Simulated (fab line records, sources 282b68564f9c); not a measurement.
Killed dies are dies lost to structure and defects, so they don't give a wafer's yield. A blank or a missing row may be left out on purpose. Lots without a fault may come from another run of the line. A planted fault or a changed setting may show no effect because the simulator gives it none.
Which tool did it? | flow rit_cmos | 14 lots, 42 wafers sampled, at 3 steps of a route of 202

WHAT THE GAUGES READ, wafer by wafer
RIT_M1_RS_MEAS_01: measures by four-point-probe.
lot  | measured    | on            | M1_AL_RS (ohm/sq)
L319 | day 3 11:32 | film_metro-01 | 0.0726 0.0724 0.0727
L320 | day 3 17:25 | film_metro-01 | 0.0742 0.0735 0.0736
L321 | day 3 20:43 | film_metro-02 | 0.0738 0.0745 0.0741
L322 | day 4 02:52 | film_metro-03 | 0.0731 0.0739 0.0739
L323 | day 4 07:22 | film_metro-02 | 0.0730 0.0725 0.0736
L324 | day 4 12:18 | film_metro-01 | 0.0735 0.0742 0.0735
L326 | day 5 01:29 | film_metro-03 | 0.0726 0.0725 0.0725
L328 | day 5 08:59 | film_metro-02 | 0.0730 0.0725 0.0736
L329 | day 5 14:58 | film_metro-02 | 0.0735 0.0732 0.0733
L330 | day 5 17:59 | film_metro-03 | 0.0732 0.0737 0.0747
L331 | day 5 22:57 | film_metro-03 | 0.0726 0.0734 0.0736
L334 | day 6 14:28 | film_metro-03 | 0.0826 0.0820 0.0823
L335 | day 6 18:13 | film_metro-03 | 0.0731 0.0736 0.0721
L336 | day 6 20:52 | film_metro-02 | 0.0828 0.0832 0.0840

RIT_M1_THK_MEAS_02: measures by xrf.
lot  | measured    | on            | M1_AL_THK (nm)
L319 | day 3 11:37 | film_metro-01 | 404 405 409
L320 | day 3 17:31 | film_metro-01 | 400 400 404
L321 | day 3 20:49 | film_metro-02 | 402 399 400
L322 | day 4 02:59 | film_metro-03 | 405 401 401
L323 | day 4 07:29 | film_metro-02 | 405 407 399
L324 | day 4 12:25 | film_metro-01 | 403 395 402
L326 | day 5 01:35 | film_metro-03 | 404 408 406
L328 | day 5 09:05 | film_metro-02 | 403 409 402
L329 | day 5 15:05 | film_metro-02 | 400 401 403
L330 | day 5 18:06 | film_metro-03 | 403 401 397
L331 | day 5 23:03 | film_metro-03 | 407 401 398
L334 | day 6 14:35 | film_metro-03 | 361 362 363
L335 | day 6 18:19 | film_metro-03 | 404 404 411
L336 | day 6 20:59 | film_metro-02 | 357 354 351

WHICH TOOL RAN EACH LOT (tool, then ch and the chambers of the sampled wafers, then the start)
lot  | RIT_M1_SPUTTER_00
L319 | pvd_sputter-04, day 3 11:10
L320 | pvd_sputter-02, day 3 17:04
L321 | pvd_sputter-04, day 3 20:22
L322 | pvd_sputter-02, day 4 02:34
L323 | pvd_sputter-04, day 4 07:05
L324 | pvd_sputter-02, day 4 12:01
L326 | pvd_sputter-02, day 5 01:09
L328 | pvd_sputter-02, day 5 08:40
L329 | pvd_sputter-04, day 5 14:40
L330 | pvd_sputter-02, day 5 17:41
L331 | pvd_sputter-04, day 5 22:37
L334 | pvd_sputter-02, day 6 14:10
L335 | pvd_sputter-01, day 6 17:53
L336 | pvd_sputter-02, day 6 20:33
- RIT_M1_SPUTTER_00: material Al, target thk 400 nm, time 500 s.

WHAT THE TOOLS THEMSELVES READ (means of the sampled wafers that have a number; where no wafer has one, the mark that the record gives instead)
RIT_M1_SPUTTER_00.
lot  | tool           | throttle_valve_pct (%)
L319 | pvd_sputter-04 | 30.7
L320 | pvd_sputter-02 | 31.1
L321 | pvd_sputter-04 | 30.3
L322 | pvd_sputter-02 | 30.6
L323 | pvd_sputter-04 | 30.4
L324 | pvd_sputter-02 | 30.0
L326 | pvd_sputter-02 | 29.7
L328 | pvd_sputter-02 | 29.8
L329 | pvd_sputter-04 | 30.9
L330 | pvd_sputter-02 | 30.6
L331 | pvd_sputter-04 | 30.6
L334 | pvd_sputter-02 | 29.7
L335 | pvd_sputter-01 | 29.6
L336 | pvd_sputter-02 | 29.6

THE ANSWER, worked out from the rows above alone
Rule: what is usual is taken from the lots themselves. Put in order of their means at a reading, lots are off if they are a third of the lots or fewer, leave a main group of 4 or more, and stand apart from it by a gap of 3 or more times the standard deviation of the main group's means; of several such gaps the widest counts. A main group whose means are all the same, to the digits that the tables above print for the reading, isn't used. A lot without any number at a reading at which 4 lots or more have one is off too. The other lots that the step has rows for count as sound. The gauges are gone through in route order, then the tools' own readings, and for those a lot's mean is taken as printed above. The first step at which some lot is off is used, and at that step the reading that is off furthest; a lot without a number counts as furthest.
Off: L334, L336, at RIT_M1_RS_MEAS_01 (M1_AL_RS). The main group: mean 0.0733 ohm/sq, standard deviation 0.0005.
A tool fits if, at a process step before that reading, it ran every lot that is off, and no sound lot after the first of them. The gauges at RIT_M1_RS_MEAS_01 are tried like those tools. One fits: pvd_sputter-02 at RIT_M1_SPUTTER_00. Its last sound lot is L330 (day 5 17:41), its first lot that is off L334 (day 6 14:10): a fault that began between those two fits.

WHAT THE SIMULATOR HAD PUT IN
Process parameter drift: pvd_sputter-02, from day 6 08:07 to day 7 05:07, at RIT_M1_SPUTTER_00. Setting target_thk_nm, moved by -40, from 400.
Lots struck among those shown: L334, L336. The rule above found the same.
